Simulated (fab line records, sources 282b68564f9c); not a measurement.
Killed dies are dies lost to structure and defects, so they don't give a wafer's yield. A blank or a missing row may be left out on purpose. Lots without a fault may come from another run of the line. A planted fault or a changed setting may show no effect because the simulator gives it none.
fab line records | flow rit_cmos
record lots=7 wafers=21 last_day=7
route steps=202 shown CONTACT@178 M1@184
lots that met no fault: from a run of the same line without faults
start_h: hours from the record's first day to the start of the lot's first wafer shown | wait_h: hours since the lot's step before | " the same as in the row above | L1.1+2: a row that stands for several wafers | - no value, or no start given | * or withheld: withheld | < > ~ a bound
route shown NAME@n: a module of which the file shows steps, and the number in the route of the first | usual: mean/standard deviation of fault-free wafers | same: alike in all rows | chamber/n: place in a boat | sites: the reading at each site | _std_site: their standard deviation | _edge_site: outer sites' mean less inner sites' | radius_mm: how far each site lies from the wafer's centre | mask NAME#n: copy n | behind: the tool/chamber that last shaped the wafer | hold: why the lot was held/for how many hours/how that ended | device: the transistor (n, p or np) that didn't switch | end of line: the same wafers' tests at the end of the route | a step without rows: its recipe alone | killed: dies lost to structure and defects at the first sort, not the wafer's yield | map: a wafer's dies, x killed, . not, _ none there
set.NAME: the setting as run; set.NAME@STEP: as run at that earlier step | model.NAME: the simulator's own value behind a step, which no gauge read
lots at some steps of the route; a table a step, a row a wafer
services: from which hour (start_h, from the record's first day; less than 0 if before it) a tool's chamber was out of use, for how many hours, and why
## steps
# step RIT_CONTACT_HARDBAKE_10
# recipe resist=NOVOLAK temp_c=140 time_s=60
# step RIT_CONTACT_ETCH_11
# recipe target_depth_a=4800 over_etch_frac=0.2 stop_on=TiSi2 chemistry=CHF3/CF4/Ar target=SiO2 CHF3_flow_sccm=50 cf4_flow_sccm=10 Ar_flow_sccm=100 O2_flow_sccm=5 pressure_mtorr=100 rf_w=200 time_s=320
# usual drypump_motor_current_A=5.8/0.49 mfc_ar_sccm=100.0/0.3 oes_product_au=0.989/0.015 throttle_valve_pct=8.84/0.12
# columns lot.wafer tool chamber start_h wait_h drypump_motor_current_A mfc_ar_sccm oes_product_au rf_hours_counter_h throttle_valve_pct
L920.1 rie_diel-03 2 100.42 0.1 5.8 100.3 0.973 7 8.80
L920.2 " 1 " " 6.2 100.2 0.999 1 9.02
L920.6 " 1 " " 6.2 100.0 0.992 - 9.03
L929.2 rie_diel-04 2 144.78 0.1 5.3 99.9 0.961 88 8.78
L929.3 " 3 " " 5.6 99.9 1.015 54 9.01
L929.4 " 0 " " 6.5 100.0 0.983 134 8.70
L930.3 rie_diel-03 0 148.16 0.1 6.1 100.4 0.993 92 8.88
L930.4 " 3 " " 5.9 100.3 0.989 40 8.76
L930.6 " 1 " " 6.2 100.0 0.997 - 9.04
L931.1 rie_diel-02 2 152.79 0.1 6.1 99.7 0.991 72 8.80
L931.2 " 0 " " 6.5 99.8 1.003 62 8.89
L931.6 " 3 " " 5.9 99.9 0.993 - 8.86
L932.1 rie_diel-04 0 157.03 0.1 6.5 99.6 0.979 134 8.69
L932.2 " 2 " " 5.3 100.5 0.964 88 8.77
L932.6 " 3 " " 5.6 99.7 1.015 - 9.02
L933.1 rie_diel-03 0 164.88 0.1 6.1 99.8 0.989 92 8.88
L933.2 " 3 " " 5.8 100.4 0.992 40 8.74
L933.6 " 0 " " 6.1 99.3 0.990 - 8.89
L934.1 rie_diel-04 2 173.20 0.1 5.3 100.4 0.972 89 8.79
L934.3 " 0 " " 6.5 100.0 0.981 134 8.71
L934.4 " 3 " " 5.6 100.2 1.011 55 9.02
# step RIT_CONTACT_STRIP_12
# recipe chemistry=O2 time_s=180 resist=NOVOLAK platen_temp_c=withheld power_w=500 pressure_mtorr=4000 o2_flow_sccm=4000
# usual drypump_motor_current_A=5.8/0.5
# columns lot.wafer tool chamber start_h wait_h drypump_motor_current_A rf_hours_counter_h
L920.1 plasma_asher-01 0 100.61 0.1 5.3 45
L920.2 " 1 " " 6.3 45
L920.6 " 1 " " 6.3 -
L929.2 plasma_asher-03 1 144.97 0.1 5.4 52
L929.3 " 1 " " 5.4 -
L929.4 " 0 " " 6.7 -
L930.3 plasma_asher-02 1 148.42 0.2 5.7 -
L930.4 " 0 " " 5.4 -
L930.6 " 1 " " 5.7 -
L931.1 plasma_asher-03 1 152.98 0.1 5.5 53
L931.2 " 0 " " 6.7 53
L931.6 " 0 " " 6.7 -
L932.1 plasma_asher-03 1 157.23 0.1 5.4 53
L932.2 " 0 " " 6.7 53
L932.6 " 0 " " 6.7 -
L933.1 plasma_asher-02 1 165.07 0.1 5.7 5
L933.2 " 0 " " 5.5 5
L933.6 " 1 " " 5.7 -
L934.1 plasma_asher-02 1 173.40 0.1 5.7 6
L934.3 " 0 " " 5.5 -
L934.4 " 1 " " 5.7 -
# step RIT_CONTACT_CD_MEAS_90
# recipe target_cd_nm=1000
# usual cd_nm=1000.1/1.9
# columns lot.wafer tool chamber start_h wait_h cd_nm
L920.1 cd_sem-01 - 100.79 0.1 997.6
L920.2 " - " " 999.7
L920.6 " - " " 996.9
L929.2 cd_sem-01 - 145.17 0.1 1002.3
L929.3 " - " " 1000.7
L929.4 " - " " 1001.4
L930.3 cd_sem-01 - 148.57 0.1 1002.4
L930.4 " - " " 999.9
L930.6 " - " " 1002.6
L931.1 cd_sem-01 - 153.16 0.1 1003.1
L931.2 " - " " 1002.6
L931.6 " - " " 1002.6
L932.1 cd_sem-01 - 157.40 0.1 999.2
L932.2 " - " " 1000.5
L932.6 " - " " 998.1
L933.1 cd_sem-02 - 165.25 0.1 996.8
L933.2 " - " " 997.0
L933.6 " - " " 999.1
L934.1 cd_sem-01 - 173.57 0.1 1000.9
L934.3 " - " " 999.8
L934.4 " - " " 1000.3
# step RIT_CONTACT_CLEAN_13
# recipe chemistry=SC1 mix=3:3:50 time_s=600 temp_c=75
# step RIT_CONTACT_CLEAN_14
# recipe chemistry=SC2 mix=3:3:50 time_s=600 temp_c=75 dry=n2_spin
# step RIT_M1_SPUTTER_00
# recipe material=Al target_thk_nm=400 power_w=2000 chamber_pressure_pa=0.4 gas=Ar time_s=500 substrate_temp_c=25
# usual cathode_dc_power_W=2000.0/0.36 throttle_valve_pct=29.5/0.85
# columns lot.wafer tool chamber start_h wait_h cathode_dc_power_W throttle_valve_pct
L920.1 pvd_sputter-03 - 101.27 0.0 2000.2 28.8
L920.2 " - " " 2000.0 30.0
L920.6 " - " " 2000.0 28.8
L929.2 pvd_sputter-01 - 145.65 0.0 2000.0 30.3
L929.3 " - " " 2000.1 31.2
L929.4 " - " " 2000.1 29.3
L930.3 pvd_sputter-03 - 149.02 0.0 2000.0 29.2
L930.4 " - " " 2000.4 29.9
L930.6 " - " " 1999.6 28.5
L931.1 pvd_sputter-01 - 153.84 0.0 2000.0 29.3
L931.2 " - " " 2000.1 28.6
L931.6 " - " " 2000.3 31.2
L932.1 pvd_sputter-03 - 157.91 0.0 2000.4 29.2
L932.2 " - " " 1999.9 28.7
L932.6 " - " " 2000.3 29.9
L933.1 pvd_sputter-01 - 165.82 0.0 2000.0 30.4
L933.2 " - " " 2000.1 29.5
L933.6 " - " " 2000.0 31.1
L934.1 pvd_sputter-01 - 174.04 0.0 2000.1 31.4
L934.3 " - " " 1999.7 29.4
L934.4 " - " " 2000.0 30.4
# step RIT_M1_RS_MEAS_01
# recipe thk_meas_gauge=four-point-probe reads=Al_of_M1_SPUTTER_00
# usual M1_AL_RS=0.0735/0.00072
# columns lot.wafer tool chamber start_h wait_h M1_AL_RS[ohm/sq]
L920.1 film_metro-03 - 101.57 0.1 0.0740
L920.2 " - " " 0.0745
L920.6 " - " " 0.0741
L929.2 film_metro-02 - 145.97 0.2 0.0745
L929.3 " - " " 0.0752
L929.4 " - " " 0.0747
L930.3 film_metro-02 - 149.35 0.2 0.0740
L930.4 " - " " 0.0740
L930.6 " - " " 0.0731
L931.1 film_metro-02 - 154.13 0.1 0.0742
L931.2 " - " " 0.0732
L931.6 " - " " 0.0742
L932.1 film_metro-02 - 158.20 0.1 0.0722
L932.2 " - " " 0.0730
L932.6 " - " " 0.0731
L933.1 film_metro-03 - 166.11 0.1 0.0736
L933.2 " - " " 0.0745
L933.6 " - " " 0.0743
L934.1 film_metro-03 - 174.34 0.1 0.0747
L934.3 " - " " 0.0742
L934.4 " - " " 0.0739
# step RIT_M1_THK_MEAS_02
# recipe thk_meas_gauge=xrf reads=Al_of_M1_SPUTTER_00
# usual M1_AL_THK=399/4.4
# columns lot.wafer tool chamber start_h wait_h M1_AL_THK[nm]
L920.1 film_metro-03 - 101.69 0.1 397
L920.2 " - " " 393
L920.6 " - " " 394
L929.2 film_metro-02 - 146.08 0.1 393
L929.3 " - " " 387
L929.4 " - " " 390
L930.3 film_metro-02 - 149.45 0.1 397
L930.4 " - " " 394
L930.6 " - " " 401
L931.1 film_metro-02 - 154.25 0.1 393
L931.2 " - " " 402
L931.6 " - " " 394
L932.1 film_metro-02 - 158.32 0.1 406
L932.2 " - " " 400
L932.6 " - " " 397
L933.1 film_metro-03 - 166.23 0.1 396
L933.2 " - " " 392
L933.6 " - " " 394
L934.1 film_metro-03 - 174.46 0.1 393
L934.3 " - " " 396
L934.4 " - " " 400
# step RIT_M1_HMDS_03
# recipe prime_time_s=60 prime_temp_c=140
# step RIT_M1_COAT_04
# recipe resist=NOVOLAK spin_rpm=2000 resist_thk_nm=1300
# step RIT_M1_SOFTBAKE_05
# recipe resist=NOVOLAK temp_c=90 time_s=60
# step RIT_M1_EXPOSE_06
# recipe mask_id=M12 na=0.6 source_shape=conventional sigma_outer=0.5 target_cd_nm=2600 dose_mj=250
# usual exposure_dose_mJ_cm2=250.02/0.26 focus_offset_nm=-0.1/0.64 na=0.6/0 stage_vel_mm_s=499.99/0.24
# columns lot.wafer tool chamber start_h wait_h mask exposure_dose_mJ_cm2 focus_offset_nm na stage_vel_mm_s
L920.1 iline_stepper-01 0 102.20 0.1 M12#0 250.31 -0.3 0.6 499.99
L920.2 " 0 " " M12#0 249.90 -0.2 0.6 499.69
L920.6 " 0 " " M12#0 249.84 0.1 0.6 500.10
L929.2 iline_stepper-02 0 146.72 0.2 M12#0 250.07 -0.2 0.6 499.99
L929.3 " 0 " " M12#0 249.77 0.2 0.6 499.83
L929.4 " 0 " " M12#0 250.39 -0.3 0.6 499.84
L930.3 iline_stepper-01 - 150.11 0.2 M12#0 - - - -
L930.4 " - " " M12#0 - - - -
L930.6 " - " " M12#0 - - - -
L931.1 iline_stepper-02 - 154.89 0.2 M12#0 - - - -
L931.2 " - " " M12#0 - - - -
L931.6 " - " " M12#0 - - - -
L932.1 iline_stepper-01 - 158.95 0.2 M12#0 - - - -
L932.2 " - " " M12#0 - - - -
L932.6 " - " " M12#0 - - - -
L933.1 iline_stepper-02 0 166.87 0.2 M12#0 250.35 0.0 0.6 500.02
L933.2 " 0 " " M12#0 249.94 -0.5 0.6 499.59
L933.6 " 0 " " M12#0 250.08 -0.1 0.6 499.90
L934.1 iline_stepper-01 0 175.09 0.2 M12#0 250.28 -0.2 0.6 499.91
L934.3 " 0 " " M12#0 250.31 1.7 0.6 500.03
L934.4 " 0 " " M12#0 250.19 0.6 0.6 500.18
# step RIT_M1_PEB_07
# recipe resist=NOVOLAK temp_c=withheld time_s=withheld
## services
# columns tool chamber start_h hours kind
iline_stepper-02 - 81.00 2.1 pm
iline_stepper-02 - 83.08 - consumable_replace:lamp
rie_diel-02 - 106.17 14.6 pm
plasma_asher-02 - 108.75 9.0 pm
plasma_asher-02 0 108.75 9.0 vent_cycle
plasma_asher-02 1 108.75 9.0 vent_cycle
plasma_asher-03 - 117.44 8.2 repair
plasma_asher-02 0 117.75 - clean
plasma_asher-02 1 117.75 - clean
plasma_asher-02 - 144.55 1.7 repair
plasma_asher-01 - 145.50 6.2 pm
rie_diel-03 - 158.95 0.2 repair
pvd_sputter-01 - 171.14 2.7 repair
pvd_sputter-03 - 173.89 3.6 repair
## key
first_sign step=RIT_M1_EXPOSE_06 reading=tool_record direction=missing
effect none on later readings
met_at RIT_M1_EXPOSE_06
struck_wafers L930.3,L930.4,L930.6,L931.1,L931.2,L931.6,L932.1,L932.2,L932.6
later_rows_left_out L930.3,L930.4,L930.6,L931.1,L931.2,L931.6,L932.1,L932.2,L932.6
sort_left_out L930.3,L930.4,L930.6,L931.1,L931.2,L931.6,L932.1,L932.2,L932.6
onset_between 146.72 150.11
fault kind=skipped_step_whole tool=iline_stepper-01,iline_stepper-02 chamber=- onset_h=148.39 steps=RIT_M1_EXPOSE_06 scope=struck_lots_only
# sort_left_out: the simulated sort isn't trusted on such a fault, so these wafers' sort isn't shown, and their yield isn't known
# later_rows_left_out: the simulator's readings of these wafers behind a module that went badly wrong aren't trusted and aren't shown, but for the sort
